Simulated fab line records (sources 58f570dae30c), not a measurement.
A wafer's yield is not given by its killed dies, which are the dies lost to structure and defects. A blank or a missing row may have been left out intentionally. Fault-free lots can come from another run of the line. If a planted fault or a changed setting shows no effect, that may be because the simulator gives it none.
One fault seen from 2 desks | flow berkeley cmos170 | each desk has only its own numbers; what lay behind them comes last

## FROM THE METROLOGY DESK
What the gauges read for every lot (on any tool): the sampled wafers with a number, averaged. A lot is out of limits, marked OUT, if its mean lies more than 4 standard deviations from the usual mean; the brackets give that distance.
Columns: A = NVT_OVL at UCB170_NVT_OVL_MEAS_06, usual 0 nm; B = SPACER_TEOS_THK at UCB170_SPACER_THK_MEAS_01, usual 377 nm; C = PSD_TW at UCB170_PSD_TW_MEAS_10, usual 2326; D = NLDD_RS at UCB170_SDANNEAL_RS_MEAS_05, usual 616.7 ohm/sq
lot  | first seen here | A  | B   | C    | D
L971 | day 5 19:57     | -5 | 382 | 2307 | 617.8
L973 | day 6 10:11     | 6  | 381 | 2340 | 617.1
L972 | day 6 10:17     | 0  | 372 | 2315 | 618.0
L975 | day 6 19:00     | -6 | 375 | 2329 | 617.4
L974 | day 6 19:10     | -3 | 380 | 2351 | 643.4 (+16) OUT
L977 | day 7 09:42     | -1 | 373 | 2341 | 617.4
L976 | day 7 09:59     | -3 | 381 | 2301 | 616.5
L978 | day 7 09:59     | -5 | 374 | 2338 | 613.9
L980 | day 7 16:41     | -0 | 375 | 2295 | 641.8 (+15) OUT
L981 | day 7 16:50     | -2 | 376 | 2336 | 616.5
L984 | day 8 08:49     | -0 | 373 | 2297 | 617.7
L986 | day 8 21:11     | 7  | 377 | 2305 | 614.1
L991 | day 9 14:13     | -3 | 378 | 2306 | 615.9
L992 | day 9 22:26     | 0  | 375 | 2335 | 620.8
This desk finds L974, L980 out of limits, with the earliest case on L974 at day 8 01:35 (NLDD_RS at UCB170_SDANNEAL_RS_MEAS_05). In limits: L971, L973, L972, L975, L977, L976, L978, L981, L984, L986, L991, L992.

## TOOL OWNER'S DESK, implanter-03
The tool's own readings at UCB170_NLDD_IMPLANT_08: means of the sampled wafers that have a number, for each lot that ran on this tool. A lot is out of limits, marked OUT, if its mean lies more than 4 standard deviations from the usual mean; the brackets give that distance.
Columns: A = dose ions cm2 at UCB170_NLDD_IMPLANT_08, usual 4.999e+13; B = faraday current uA at UCB170_NLDD_IMPLANT_08, usual 158
lot  | first seen here | A                           | B
L972 | day 7 08:24     | 5.000e+13                   | 159
L975 | day 7 14:10     | 4.996e+13                   | 162
L974 | day 7 14:29     | 4.435e+13 (-99 or more) OUT | 142 (-4.9) OUT
L980 | day 8 14:20     | 4.426e+13 (-99 or more) OUT | 143 (-4.5) OUT
This desk finds L974, L980 out of limits, L974 being first, at day 7 14:29 (dose ions cm2 at UCB170_NLDD_IMPLANT_08). In limits: L972, L975.

## TAKEN TOGETHER
On L974, L980, at day 7 14:29, an alarm was possible from the tool owner's desk.
The metrology desk could have raised an alarm at day 8 01:35, on L974, L980.
Of the lots named, all ran UCB170_NLDD_IMPLANT_08 on implanter-03.

## WHAT WAS PUT IN BY THE SIMULATOR
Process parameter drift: implanter-03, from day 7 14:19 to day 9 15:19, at UCB170_NLDD_IMPLANT_08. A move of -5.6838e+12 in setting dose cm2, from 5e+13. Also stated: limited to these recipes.
Shown lots that were struck: L974, L980.
Delay (hours) between the fault's onset and each desk's first out-of-limits reading: 0 at the tool owner's desk, 11 at the metrology desk.
